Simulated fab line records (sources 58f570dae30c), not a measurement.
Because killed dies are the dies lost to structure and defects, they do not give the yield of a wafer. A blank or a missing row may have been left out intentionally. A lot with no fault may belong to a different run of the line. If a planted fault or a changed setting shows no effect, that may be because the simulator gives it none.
Comparing a struck lot with a sound one | flow berkeley-cmos170 | 17 steps out of a route of 331
Sound: wafers L210.1, L210.2, L210.6. Wafers struck: L214.2, L214.4, L214.5. Last of all comes the cause.
Order at every step that has rows: each side's tool, ch and its chambers, its first start. Under that, the readings that differ: sound wafers | struck wafers | difference of the means | sigmas: that difference in standard deviations of wafers without a fault.
alike: same words and numbers on both sides, and readings whose means sit less than 2 such deviations apart. not compared: any withheld reading, any reading some wafer has no value for, any bound like >300 that may hide the same value, and any number with overlapping values for which the record gives no deviation.
A row with sigmas, a row that says differs or no value, or rows on one side alone: a step with any of these is where the two part. Non-overlapping numbers with no deviation appear without sigmas and do not part them. A reading that every wafer of one side lacks parts them only if that side has two wafers or more.

first, 1 step without rows for these wafers: UCB170_PLDD_DEVELOP_05 (develop time 45 s).
UCB170_PLDD_CD_MEAS_06: the cd target is 1200 nm.
  sound: cd-sem-01 at day 6 23:20; struck: cd-sem-02 at day 8 01:59
  alike: cd-nm
UCB170_PLDD_OVL_MEAS_07:
  sound: overlay-02 at day 6 23:28; struck: overlay-02 at day 8 02:06
  reading       | sound  | struck   | difference | sigmas
  PLDD_OVL (nm) | 5 7 16 | -7 -6 -1 | -14        | -2
then, 2 steps without rows for these wafers: UCB170_PLDD_IMPLANT_08; UCB170_PLDD_IMPLANT_09.
UCB170_PLDD_STRIP_10: strips in O2.
  sound on plasma-asher-04 ch 0,1, day 6 23:48; struck on plasma-asher-03 ch 0,1, day 8 02:26
  alike: drypump-motor-current-A, oes-product-au, strip-time-to-endpoint-s
  not compared: rf-hours-counter-h
UCB170_PLDD_TW_MEAS_11:
  sound: film-metro-03 at day 6 23:54; struck: film-metro-04 at day 8 02:32
  alike: PLDD_TW
then, 5 steps without rows for these wafers: UCB170_PLDD_CLEAN_12 (cleans in SPM, time 600 s); UCB170_NLDD_HMDS_00 (prime time 60 s); UCB170_NLDD_COAT_01 (resist thk 907.7 nm); UCB170_NLDD_SOFTBAKE_02 (time 60 s); UCB170_NLDD_EXPOSE_03 (exposes mask NSELECT, target cd 1200 nm).
UCB170_NLDD_PEB_04:
  sound on litho-track-01 ch 0, day 7 01:25; struck on litho-track-02 ch 0, day 8 03:58
  reading                  | sound                | struck               | difference | sigmas
  heater-power-total-W (W) | 56.82 56.85 56.80    | 59.13 59.13 59.13    | +2.31      | +51
  plate-temp-C (C)         | 130.05 129.92 129.83 | 134.17 134.22 134.30 | +4.30      | +31
then, 1 step without rows for these wafers: UCB170_NLDD_DEVELOP_05 (develop time 45 s).
UCB170_NLDD_CD_MEAS_06: the cd target is 1200 nm.
  sound: cd-sem-02 at day 7 01:41; struck: cd-sem-01 at day 8 04:38
  reading    | sound                | struck               | difference | sigmas
  cd-nm (nm) | 1200.4 1201.5 1200.2 | 1221.1 1220.8 1219.2 | +19.7      | +15
  not compared: hold
UCB170_NLDD_OVL_MEAS_07:
  sound: overlay-01 at day 7 01:48; struck: overlay-02 at day 8 07:29
  reading | sound | struck                                                                     | difference                   | sigmas
  hold    | - - - | await-dispo/2.7h/release await-dispo/2.7h/release await-dispo/2.7h/release | no value on the sound wafers |
  alike: NLDD_OVL
UCB170_M3_PROBE_99:
  the record holds rows for the sound wafers here (prober-02, day 8 19:19) but none for the struck ones

== WHERE THEY PART ==
First at UCB170_PLDD_OVL_MEAS_07; last, within this record, at UCB170_M3_PROBE_99.

WHY: whatever the simulator had introduced
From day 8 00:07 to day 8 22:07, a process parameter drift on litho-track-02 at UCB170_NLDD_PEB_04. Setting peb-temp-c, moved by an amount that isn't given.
